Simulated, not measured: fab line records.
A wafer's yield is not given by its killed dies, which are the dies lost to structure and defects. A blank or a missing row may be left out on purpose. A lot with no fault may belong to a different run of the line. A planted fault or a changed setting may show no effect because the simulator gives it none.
Which of the tools did it? -- flow rit cmos -- 13 lots, 39 wafers sampled, at 4 steps of a route of 202

WHAT THE GAUGES SHOWED, per wafer
RIT_GATE_OVL_MEAS_17.
lot,measured,on,GATE_OVL (nm)
L776,day 3 10:58,overlay-02,0.0 -0.7 0.1
L777,day 3 22:39,overlay-02,1.5 0.5 1.5
L778,day 4 03:32,overlay-01,-1.0 -2.0 -1.0
L779,day 4 14:39,overlay-02,0.3 -0.7 -0.3
L780,day 4 14:47,overlay-01,0.3 1.8 0.7
L784,day 4 21:35,overlay-02,1.4 2.2 1.0
L783,day 4 21:49,overlay-02,-1.5 -1.8 -2.0
L790,day 6 09:28,overlay-02,-1.7 -1.1 -2.0
L793,day 6 18:25,overlay-02,-2.3 -1.3 -2.3
L794,day 6 21:37,overlay-02,-1.5 -1.1 -1.1
L796,day 7 02:24,overlay-02,-1.7 -3.0 -4.0
L797,day 7 11:02,overlay-02,-0.7 -1.5 0.6
L798,day 7 12:55,overlay-02,-2.0 -2.1 -1.1

RIT_SILICIDE_RS_MEAS_02: a four-point-probe measurement.
lot,measured,on,SILICIDE_TI_RS (ohm/sq)
L776,day 4 03:23,film metro-04,48.1 47.6 46.3
L777,day 4 21:25,film metro-04,49.4 48.0 47.2
L778,day 4 21:30,film metro-03,49.4 48.4 48.3
L779,day 5 05:05,film metro-04,47.1 48.0 46.0
L780,day 5 18:44,film metro-04,48.9 49.6 47.7
L784,day 5 18:58,film metro-04,46.8 48.1 47.4
L783,day 5 18:58,film metro-01,47.4 46.6 48.5
L790,day 6 23:31,film metro-04,48.3 48.1 48.3
L793,day 7 07:54,film metro-01,49.1 56.3 57.2
L794,day 7 12:16,film metro-04,48.1 46.2 47.0
L796,day 7 17:50,film metro-04,47.9 46.8 47.0
L797,day 8 00:08,film metro-04,48.0 47.6 47.7
L798,day 8 02:38,film metro-04,46.2 46.0 47.2

EACH LOT AND THE TOOL THAT RAN IT (in order: tool; ch and the chambers of the sampled wafers; start)
lot,RIT_NLDD_STRIP_09,RIT_SILICIDE_SPUTTER_01
L776,"plasma asher-04 ch 0,1, day 3 18:53","pvd sputter-01, day 4 03:13"
L777,"plasma asher-01 ch 0,1, day 4 12:59","pvd sputter-02, day 4 21:12"
L778,"plasma asher-04 ch 0,1, day 4 13:07","pvd sputter-01, day 4 21:19"
L779,"plasma asher-02 ch 1, day 4 19:43","pvd sputter-02, day 5 04:56"
L780,"plasma asher-02 ch 0,1, day 4 22:44","pvd sputter-04, day 5 18:31"
L784,"plasma asher-02 ch 0,1, day 5 04:26","pvd sputter-01, day 5 18:49"
L783,"plasma asher-04 ch 0,1, day 5 04:21","pvd sputter-02, day 5 18:49"
L790,"plasma asher-04 ch 0,1, day 6 14:56","pvd sputter-01, day 6 23:19"
L793,"plasma asher-01 ch 0,1, day 6 23:21","pvd sputter-04, day 7 07:43"
L794,"plasma asher-01 ch 0,1, day 7 03:38","pvd sputter-01, day 7 12:04"
L796,"plasma asher-01 ch 0, day 7 08:02","pvd sputter-02, day 7 17:41"
L797,"plasma asher-02 ch 0,1, day 7 15:58","pvd sputter-01, day 7 23:56"
L798,"plasma asher-01 ch 0,1, day 7 18:17","pvd sputter-02, day 8 02:29"
- RIT_NLDD_STRIP_09: strips in O2, time 180 s.
- RIT_SILICIDE_SPUTTER_01: material Ti, target thk 30 nm, time 240 s.

AS READ BY THE TOOLS THEMSELVES (means over the sampled wafers that have a number; for cases with no such wafer, the mark the record gives instead)
RIT_NLDD_STRIP_09.
lot,tool,drypump motor current A (A),rf refl power W (W)
L776,plasma asher-04,5.6,7.9
L777,plasma asher-01,5.6,7.6
L778,plasma asher-04,5.6,7.8
L779,plasma asher-02,6.5,7.9
L780,plasma asher-02,5.8,8.1
L784,plasma asher-02,5.8,8.0
L783,plasma asher-04,5.5,7.3
L790,plasma asher-04,5.6,7.8
L793,plasma asher-01,5.7,7.4
L794,plasma asher-01,5.3,7.0
L796,plasma asher-01,6.0,7.8
L797,plasma asher-02,6.2,7.8
L798,plasma asher-01,5.7,7.4

RIT_SILICIDE_SPUTTER_01.
lot,tool,chamber pressure pa (Pa),throttle valve pct (%)
L776,pvd sputter-01,0.6683,29.7
L777,pvd sputter-02,0.6680,30.8
L778,pvd sputter-01,0.6668,28.9
L779,pvd sputter-02,0.6671,30.7
L780,pvd sputter-04,0.6673,29.6
L784,pvd sputter-01,0.6679,29.3
L783,pvd sputter-02,0.6662,30.9
L790,pvd sputter-01,0.6667,28.7
L793,pvd sputter-04,0.7036,28.2
L794,pvd sputter-01,0.6665,30.8
L796,pvd sputter-02,0.6664,31.3
L797,pvd sputter-01,0.6680,28.2
L798,pvd sputter-02,0.6652,30.8

THE ANSWER, worked out from the rows above alone
Rule: the lots themselves supply what counts as usual. The widest of any qualifying gaps counts: lots, ordered by their means at a reading, are off when they make up no more than a third of the lots, leave a main group of 4 or more, and stand apart from it by 3 or more times the standard deviation of that group's means. Not used: any main group whose means are identical at the precision the tables above print for the reading. Also off: a lot with no number at a reading for which 4 or more lots have one. The other lots that the step has rows for count as sound. First the gauges in route order, then the tools' own readings, where a lot's mean is used as printed above. The first step at which some lot is off is used, and at that step the reading that is off furthest; a lot without a number counts as furthest.
Off: at RIT_SILICIDE_RS_MEAS_02 (SILICIDE_TI_RS), L793. Mean 47.6 ohm/sq and standard deviation 0.67 in the main group.
If a tool, at a process step before that reading, ran all the lots that are off and no sound lot after the first of them, it fits. Not tried: the gauges at RIT_SILICIDE_RS_MEAS_02; whatever is off there is also off at RIT_SILICIDE_SPUTTER_01, on other tools, and gauge error can't account for it. One candidate fits, namely pvd sputter-04 at RIT_SILICIDE_SPUTTER_01. Its last sound lot is L780 (day 5 18:31), its first lot that is off L793 (day 7 07:43): a fault that began between those two fits.
The tool's own readings at RIT_SILICIDE_SPUTTER_01 bear it out: on the lots that are off they differ by more than 5 times the standard deviation of the sound lots' means. chamber pressure pa reads 0.7036 Pa there against 0.6670 Pa on the sound lots.

WHAT WAS PUT IN BY THE SIMULATOR
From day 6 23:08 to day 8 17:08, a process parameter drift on pvd sputter-04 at RIT_SILICIDE_SPUTTER_01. The setting chamber pressure pa was moved by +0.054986, starting from 0.667. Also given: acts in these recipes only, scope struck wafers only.
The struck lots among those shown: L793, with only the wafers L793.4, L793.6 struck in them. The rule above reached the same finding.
